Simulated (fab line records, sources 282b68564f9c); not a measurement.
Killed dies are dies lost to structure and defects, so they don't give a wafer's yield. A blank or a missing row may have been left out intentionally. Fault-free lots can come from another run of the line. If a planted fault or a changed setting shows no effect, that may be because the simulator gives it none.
Comparing a struck lot with a sound one :: flow rit cmos :: 18 steps out of a route of 202
Sound: these wafers, L225.1, L225.5, L225.6. Struck: wafers L220.2, L220.5, L220.6. At the end, the cause is stated.
Per side, at each step with rows, come the tool, then ch with its chambers, and then its first start. Under that, the readings that differ: sound wafers :: struck wafers :: difference of the means :: sigmas: that difference in standard deviations of wafers without a fault.
alike: readings whose means differ by less than 2 such deviations, and words and numbers that are the same on both sides. not compared: withheld readings, readings that some wafer has no value for, bounds like >300 that may hide the same value, and numbers for which the record gives no deviation and whose values overlap.
The two part at a step that has a row with sigmas, a row that says differs or no value, or rows on one side only. When numbers do not overlap yet have no deviation, they are printed without sigmas and do not part them. A reading missing from all wafers of one side parts the sides only when that side holds two or more wafers.

first, 1 step without rows for these wafers: RIT_GATE_CLEAN_04 (cleans in dHF, time 60 s).
RIT_FOX2_THK_MEAS_91:
  struck on film metro-04, day 4 20:37; sound on film metro-02, day 5 13:23
  alike: FIELD_OXIDE_LEFT_2_THK
then, 2 steps without rows for these wafers: RIT_GATE_OXIDATION_05 (target thk 3 nm, ox time 270 s); RIT_GATE_ANNEAL_06 (time 600 s).
RIT_GATE_THK_MEAS_07:
  struck on film metro-03, day 5 01:39; sound on film metro-02, day 5 16:43
  alike: GATE_OXIDE_THK
then, 1 step without rows for these wafers: RIT_GATE_CVD_08 (deposits poly-Si from SiH4, target thk 250 nm, time 2220 s).
RIT_GATE_THK_MEAS_09:
  struck on film metro-04, day 5 03:23; sound on film metro-03, day 5 19:34
  alike: GATE_POLY_THK
then, 5 steps without rows for these wafers: RIT_GATE_HMDS_10 (prime time 60 s); RIT_GATE_COAT_11 (resist thk 850 nm); RIT_GATE_SOFTBAKE_12 (time 60 s); RIT_GATE_EXPOSE_13 (exposes mask M6, target cd 150 nm); RIT_GATE_PEB_14.
RIT_GATE_DEVELOP_15: develop time 50 s.
  sound on litho track-03 ch 0, day 5 21:00; struck on litho track-04 ch 0, day 5 04:00
RIT_GATE_OVL_MEAS_17:
  struck on overlay-02, day 5 04:43; sound on overlay-02, day 5 21:32
  alike: GATE_OVL
then, 1 step without rows for these wafers: RIT_GATE_HARDBAKE_18 (time 60 s).
RIT_GATE_ETCH_19: etches poly-Si in SF6/CHF3/O2, stops on SiO2, time 165 s, target depth 312.5 nm.
  sound on rie si-01 ch 0,1,3, day 5 21:52; struck on rie si-02 ch 1,2, day 5 04:54
  alike: CHF3_flow_sccm, O2_flow_sccm, SF6_flow_sccm, drypump motor current A, oes product au, rf fwd power W, throttle valve pct
  not compared: rf hours counter h
RIT_GATE_STRIP_20: strips in O2, time 180 s.
  sound on plasma asher-02 ch 0,1, day 5 21:59; struck on plasma asher-04 ch 0,1, day 5 05:01
  alike: drypump motor current A
  not compared: rf hours counter h
RIT_M1_PROBE_99:
  record: rows for the struck wafers here (prober-01, day 6 08:05), none for the sound ones

## WHERE THEY PART
RIT_M1_PROBE_99 only, going by this record.

WHY: what had been put in by the simulator
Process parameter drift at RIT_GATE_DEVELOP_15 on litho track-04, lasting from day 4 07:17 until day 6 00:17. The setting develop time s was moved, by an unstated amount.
